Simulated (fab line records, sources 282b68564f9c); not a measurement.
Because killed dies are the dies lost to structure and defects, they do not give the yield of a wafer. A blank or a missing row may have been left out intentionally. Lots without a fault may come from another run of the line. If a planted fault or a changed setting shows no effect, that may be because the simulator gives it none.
Which tool was responsible? ; flow ritCmos ; Sampling: 14 lots, 42 wafers, 2 of 202 route steps

## WHAT EACH GAUGE READ, for each wafer
RIT_ACTIVE_THK_MEAS_04.
lot;measured;on;ACTIVE_NITRIDE_THK (nm)
L395;day 1 13:32;filmMetro-03;152.6 154.2 151.8
L396;day 1 19:14;filmMetro-01;151.5 150.6 151.2
L397;day 1 23:33;filmMetro-03;151.4 151.0 150.8
L398;day 2 04:32;filmMetro-01;152.4 151.5 152.0
L399;day 2 09:32;filmMetro-03;151.4 151.6 150.3
L400;day 2 14:32;filmMetro-01;149.4 148.5 148.7
L404;day 3 10:32;filmMetro-01;150.4 151.1 149.6
L405;day 3 15:32;filmMetro-01;148.4 148.0 147.7
L406;day 3 22:29;filmMetro-02;150.6 151.1 149.8
L407;day 4 02:49;filmMetro-02;150.1 151.2 149.6
L408;day 4 07:23;filmMetro-02;146.2 148.0 149.1
L411;day 4 21:32;filmMetro-02;152.1 153.4 151.6
L412;day 5 02:32;filmMetro-01;184.0 185.5 185.6
L413;day 5 07:32;filmMetro-03;183.2 182.4 181.8

## WHAT TOOL EACH LOT RAN ON (gives the tool, then ch and the chambers of the sampled wafers, and finally the start)
lot;RIT_ACTIVE_CVD_03
L395;lpcvd-01 ch 1, day 1 12:07
L396;lpcvd-02 ch 0, day 1 17:07
L397;lpcvd-01 ch 1, day 1 22:07
L398;lpcvd-02 ch 0, day 2 03:07
L399;lpcvd-02 ch 1, day 2 08:07
L400;lpcvd-01 ch 1, day 2 13:07
L404;lpcvd-02 ch 0, day 3 09:07
L405;lpcvd-02 ch 1, day 3 14:07
L406;lpcvd-01 ch 1, day 3 20:21
L407;lpcvd-02 ch 1, day 4 01:23
L408;lpcvd-01 ch 0, day 4 05:58
L411;lpcvd-02 ch 1, day 4 20:07
L412;lpcvd-01 ch 1, day 5 01:07
L413;lpcvd-01 ch 1, day 5 06:07
- RIT_ACTIVE_CVD_03: deposits Si3N4 from SiH2Cl2/NH3, target thk 150 nm, time 1500 s.

## WHAT THE TOOLS THEMSELVES READ (means of the sampled wafers that have a number; where no wafer has one, the mark that the record gives instead)
RIT_ACTIVE_CVD_03.
lot;tool;spikeTcCentreC (C);spikeTcLoadC (C);spikeTcSourceC (C)
L395;lpcvd-01;812.4;838;834
L396;lpcvd-02;811.6;836;831
L397;lpcvd-01;812.8;839;833
L398;lpcvd-02;812.2;836;831
L399;lpcvd-02;813.6;833;843
L400;lpcvd-01;812.4;839;834
L404;lpcvd-02;813.0;836;831
L405;lpcvd-02;814.1;833;843
L406;lpcvd-01;813.0;840;835
L407;lpcvd-02;813.0;832;841
L408;lpcvd-01;813.1;830;834
L411;lpcvd-02;813.5;832;842
L412;lpcvd-01;824.1;852;846
L413;lpcvd-01;824.5;852;846

## THE ANSWER, worked out from the rows above alone
Rule: the lots themselves supply what counts as usual. Put in order of their means at a reading, lots are off if they are a third of the lots or fewer, leave a main group of 4 or more, and stand apart from it by a gap of 3 or more times the standard deviation of the main group's means; of several such gaps the widest counts. The tables above print the reading to a certain number of digits; a main group whose means all agree to those digits is not used. A lot without any number at a reading at which 4 lots or more have one is off too. Where the step has rows for the other lots, those lots are counted as sound. After the gauges, taken in route order, come the tools' own readings; for these a lot's mean is taken, as printed above. The first step at which some lot is off is used, and at that step the reading that is off furthest; a lot without a number counts as furthest.
Off: at RIT_ACTIVE_THK_MEAS_04 (ACTIVE_NITRIDE_THK), L412, L413. For the main group the mean is 150.5 nm and the standard deviation 1.5.
A tool fits if, at a process step before that reading, it ran every lot that is off, and no sound lot after the first of them. Not tried: the gauges at RIT_ACTIVE_THK_MEAS_04; whatever is off there is also off at RIT_ACTIVE_CVD_03, on other tools, and gauge error can't account for it. One fits: lpcvd-01 at RIT_ACTIVE_CVD_03. Its last sound lot is L408 (day 4 05:58), its first lot that is off L412 (day 5 01:07): a fault that began between those two fits.
The tool's own readings at RIT_ACTIVE_CVD_03 bear it out: on the lots that are off they differ by more than 5 times the standard deviation of the sound lots' means. spikeTcCentreC reads 824.3 C there against 812.9 C on the sound lots; spikeTcLoadC reads 852 C there against 835 C on the sound lots.

## WHAT THE SIMULATOR HAD PUT IN
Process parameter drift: lpcvd-01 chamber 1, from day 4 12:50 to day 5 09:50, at RIT_ACTIVE_CVD_03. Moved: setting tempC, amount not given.
Shown lots that were struck: L412, L413. Same finding as the rule above.
